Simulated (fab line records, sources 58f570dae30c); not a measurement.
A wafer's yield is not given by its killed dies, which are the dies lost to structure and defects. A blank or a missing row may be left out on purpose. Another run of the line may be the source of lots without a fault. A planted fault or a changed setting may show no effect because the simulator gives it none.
A struck lot beside a sound one / flow berkeley-cmos170 / 23 steps out of a route of 331
Sound: wafers L990.1, L990.3, L990.6. Wafers L100.1, L100.3, L100.4 were the ones struck. At the end, the cause is stated.
Per side, at each step with rows, come the tool, then ch with its chambers, and then its first start. Under that, the readings that differ: sound wafers / struck wafers / difference of the means / sigmas: that difference in standard deviations of wafers without a fault.
alike: same words and numbers on both sides, and readings whose means sit less than 2 such deviations apart. not compared: any withheld reading, any reading some wafer has no value for, any bound like >300 that may hide the same value, and any number with overlapping values for which the record gives no deviation.
A row with sigmas, a row that says differs or no value, or rows on one side alone: a step with any of these is where the two part. Non-overlapping numbers with no deviation appear without sigmas and do not part them. A reading missing from all wafers of one side parts the sides only when that side holds two or more wafers.

UCB170_NWELL_ETCH_13: etches Si3N4 in CH3F/Ar/O2, stops on SiO2, target depth 246.4 nm, time 154 s.
  sound on rie-diel-03 ch 1,2,3, day 4 13:14; struck on rie-diel-03 ch 0,1,2, day 6 20:32
  alike: drypump-motor-current-A, oes-product-au, throttle-valve-pct
  not compared: rf-hours-counter-h
then, 1 step without rows for these wafers: UCB170_NWELL_IMPLANT_14.
UCB170_NWELL_STRIP_15: strips in O2.
  sound on plasma-asher-04 ch 0,1, day 4 13:29; struck on plasma-asher-01 ch 0,1, day 6 20:47
  alike: drypump-motor-current-A, oes-product-au, strip-time-to-endpoint-s
  not compared: rf-hours-counter-h
UCB170_NWELL_TW_MEAS_16:
  sound on film-metro-04 at day 4 13:35; struck on film-metro-04 at day 6 20:53
  alike: NWELL_TW
then, 6 steps without rows for these wafers: UCB170_NWELL_CLEAN_17 (cleans in SPM, time 600 s); UCB170_NWELL_WET_ETCH_18 (etches Si3N4 in H3PO4, time 14400 s); UCB170_NWELL_WET_ETCH_19 (etches SiO2 in BOE, time 22 s); UCB170_PWELL_CLEAN_00 (cleans in SPM, time 600 s); UCB170_PWELL_CLEAN_01 (cleans in dHF, time 60 s); UCB170_PWELL_OXIDATION_02 (target thk 26.4 nm, ox time 1260 s).
UCB170_PWELL_THK_MEAS_03:
  sound on film-metro-03 at day 4 23:28; struck on film-metro-04 at day 7 04:34
  alike: PWELL_OXIDE_THK
then, 1 step without rows for these wafers: UCB170_PWELL_ANNEAL_04 (time 900 s).
UCB170_PWELL_CVD_05: deposits Si3N4 from SiH2Cl2/NH3, target thk 220 nm, time 3300 s.
  sound on lpcvd-02 ch 1, day 5 03:50; struck on lpcvd-01 ch 0, day 7 07:43
reading=model.Si3N4_of_PWELL_CVD_05.thk-nm (nm); sound=215.5 216 214.7; struck=403.7 400 402.2; difference=+186.6; sigmas=
  alike: zone-power-load-pct
UCB170_PWELL_THK_MEAS_06:
  sound on film-metro-01 at day 5 05:45; struck on film-metro-01 at day 7 09:38
reading=PWELL_NITRIDE_THK (nm); sound=215.4 216.1 214.7; struck=403.5 400.1 402.2; difference=+186.5; sigmas=+98
then, 6 steps without rows for these wafers: UCB170_PWELL_HMDS_07 (prime time 60 s); UCB170_PWELL_COAT_08 (resist thk 900 nm); UCB170_PWELL_SOFTBAKE_09 (time 60 s); UCB170_PWELL_EXPOSE_10 (exposes mask PWELL, target cd 3000 nm); UCB170_PWELL_PEB_11; UCB170_PWELL_DEVELOP_12 (develop time 45 s).
UCB170_PWELL_OVL_MEAS_13:
  sound on overlay-01 at day 5 07:45; struck on overlay-01 at day 7 10:54
  alike: PWELL_OVL
UCB170_PWELL_ETCH_14: etches Si3N4 in CH3F/Ar/O2, stops on SiO2, target depth 242 nm, time 151 s.
  sound on rie-diel-02 ch 0,2,3, day 5 07:47; struck on rie-diel-04 ch 1,2,3, day 7 10:56
reading=oes-product-au (a.u.); sound=0.938 0.949 0.925; struck=1.004 1.016 0.995; difference=+0.068; sigmas=+5
reading=model.etch.depth-nm (nm); sound=215.5 216 214.7; struck=247.4 247.9 244.5; difference=+31.2; sigmas=
  alike: drypump-motor-current-A, throttle-valve-pct
  not compared: rf-hours-counter-h
then, 1 step without rows for these wafers: UCB170_PWELL_IMPLANT_15.

== WHERE THEY PART ==
Last at UCB170_PWELL_ETCH_14 as far as this record goes, first at UCB170_PWELL_THK_MEAS_06.

WHY: the cause the simulator had injected
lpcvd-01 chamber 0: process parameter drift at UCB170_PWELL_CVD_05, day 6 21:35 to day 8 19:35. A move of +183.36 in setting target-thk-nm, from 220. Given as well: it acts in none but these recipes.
